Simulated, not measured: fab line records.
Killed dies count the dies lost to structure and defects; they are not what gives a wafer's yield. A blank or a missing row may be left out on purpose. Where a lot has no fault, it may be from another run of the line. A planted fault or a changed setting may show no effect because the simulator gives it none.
Shared-tool check / flow berkeley cmos170 / 45 wafers sampled across 15 lots

== REASON FOR OPENING ==
UCB170_NLDD_OVL_MEAS_07, reading NLDD_OVL: flagged on 3 of 15 lots. Wafers without a fault read -1 nm, standard deviation 4.1.
Rule: a lot is flagged in two cases, either no wafer of it has a number, or all its wafers with numbers fall more than 4 standard deviations from that mean. The other lots count as sound.

lot=L770; measured=day 6 19:23; on=overlay-01; NLDD_OVL (nm), wafer by wafer=0 -7 -7; flag=
lot=L769; measured=day 6 19:35; on=overlay-02; NLDD_OVL (nm), wafer by wafer=5 -1 3; flag=
lot=L771; measured=day 7 18:53; on=overlay-01; NLDD_OVL (nm), wafer by wafer=0 1 0; flag=
lot=L773; measured=day 7 23:41; on=overlay-01; NLDD_OVL (nm), wafer by wafer=3 -4 -2; flag=
lot=L774; measured=day 8 00:08; on=overlay-01; NLDD_OVL (nm), wafer by wafer=-4 -2 -3; flag=
lot=L775; measured=day 8 22:23; on=overlay-01; NLDD_OVL (nm), wafer by wafer=-12 -5 -3; flag=
lot=L779; measured=day 9 01:30; on=overlay-01; NLDD_OVL (nm), wafer by wafer=1 11 4; flag=
lot=L780; measured=day 9 01:58; on=overlay-02; NLDD_OVL (nm), wafer by wafer=-2 -2 -1; flag=
lot=L783; measured=day 10 02:10; on=overlay-01; NLDD_OVL (nm), wafer by wafer=184 175 178; flag=FLAGGED
lot=L787; measured=day 10 08:52; on=overlay-01; NLDD_OVL (nm), wafer by wafer=-2 -2 -3; flag=
lot=L786; measured=day 10 10:01; on=overlay-02; NLDD_OVL (nm), wafer by wafer=173 178 179; flag=FLAGGED
lot=L784; measured=day 10 10:17; on=overlay-01; NLDD_OVL (nm), wafer by wafer=174 178 174; flag=FLAGGED
lot=L789; measured=day 11 06:49; on=overlay-01; NLDD_OVL (nm), wafer by wafer=0 -4 2; flag=
lot=L791; measured=day 11 14:39; on=overlay-01; NLDD_OVL (nm), wafer by wafer=2 -1 6; flag=
lot=L790; measured=day 11 15:03; on=overlay-02; NLDD_OVL (nm), wafer by wafer=3 -3 3; flag=
Average over the flagged lots: 177 nm; offset from the usual +178 nm, equal to +43 standard deviations.

== EACH LOT AND THE TOOL IT RAN ON ==
The record holds 1 process step before the reading, out of a route of 331 steps. Every cell lists first the tool, next ch and the chambers used by the sampled wafers, and last the start.
lot=L770; flag=; UCB170_NLDD_EXPOSE_03=krf scanner-01 ch 0, day 6 18:19
lot=L769; flag=; UCB170_NLDD_EXPOSE_03=krf scanner-01 ch 0, day 6 18:43
lot=L771; flag=; UCB170_NLDD_EXPOSE_03=krf scanner-01 ch 0, day 7 18:05
lot=L773; flag=; UCB170_NLDD_EXPOSE_03=krf scanner-01 ch 0, day 7 22:19
lot=L774; flag=; UCB170_NLDD_EXPOSE_03=krf scanner-01 ch 0, day 7 22:43
lot=L775; flag=; UCB170_NLDD_EXPOSE_03=krf scanner-01 ch 0, day 8 21:43
lot=L779; flag=; UCB170_NLDD_EXPOSE_03=krf scanner-02 ch 0, day 9 00:53
lot=L780; flag=; UCB170_NLDD_EXPOSE_03=krf scanner-02 ch 0, day 9 01:16
lot=L783; flag=FLAGGED; UCB170_NLDD_EXPOSE_03=krf scanner-01 ch 0, day 10 01:30
lot=L787; flag=; UCB170_NLDD_EXPOSE_03=krf scanner-02 ch 0, day 10 07:34
lot=L786; flag=FLAGGED; UCB170_NLDD_EXPOSE_03=krf scanner-01 ch 0, day 10 08:58
lot=L784; flag=FLAGGED; UCB170_NLDD_EXPOSE_03=krf scanner-01 ch 0, day 10 09:20
lot=L789; flag=; UCB170_NLDD_EXPOSE_03=krf scanner-02 ch 0, day 11 05:25
lot=L791; flag=; UCB170_NLDD_EXPOSE_03=krf scanner-02 ch 0, day 11 13:29
lot=L790; flag=; UCB170_NLDD_EXPOSE_03=krf scanner-02 ch 0, day 11 13:58
What these steps do:
- UCB170_NLDD_EXPOSE_03: exposes mask NSELECT, target cd 1200 nm.
- UCB170_NLDD_OVL_MEAS_07

== FLAGGED AGAINST TOTAL, ONE TOOL AT A TIME (gauges that did the reading follow at the end) ==
step=UCB170_NLDD_EXPOSE_03; tool=krf scanner-01; lots run=9; flagged=3; share of the flagged lots=all; sound lots run after its first flagged lot=0
step=UCB170_NLDD_EXPOSE_03; tool=krf scanner-02; lots run=6; flagged=0; share of the flagged lots=none; sound lots run after its first flagged lot=-
step=UCB170_NLDD_OVL_MEAS_07; tool=overlay-01; lots run=11; flagged=2; share of the flagged lots=some; sound lots run after its first flagged lot=3 (L787,L789,L791)
step=UCB170_NLDD_OVL_MEAS_07; tool=overlay-02; lots run=4; flagged=1; share of the flagged lots=some; sound lots run after its first flagged lot=1 (L790)

== WHAT THE TABLE ALLOWS ==
In the table, 1 row covers all flagged lots: krf scanner-01 at UCB170_NLDD_EXPOSE_03.
- krf scanner-01 at UCB170_NLDD_EXPOSE_03: 3 of its 9 lots flagged. Last sound lot L775 at day 8 21:43, first flagged lot L783 at day 10 01:30; a fault beginning in between fits.
What remains is a single tool, krf scanner-01 at UCB170_NLDD_EXPOSE_03.

== WHAT THE SIMULATOR HAD INSERTED ==
Scanner matching overlay: krf scanner-01, from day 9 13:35 on, at UCB170_NLDD_EXPOSE_03. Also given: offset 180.
Struck lots among those shown: L783, L786, L784. Same finding as the rule above.
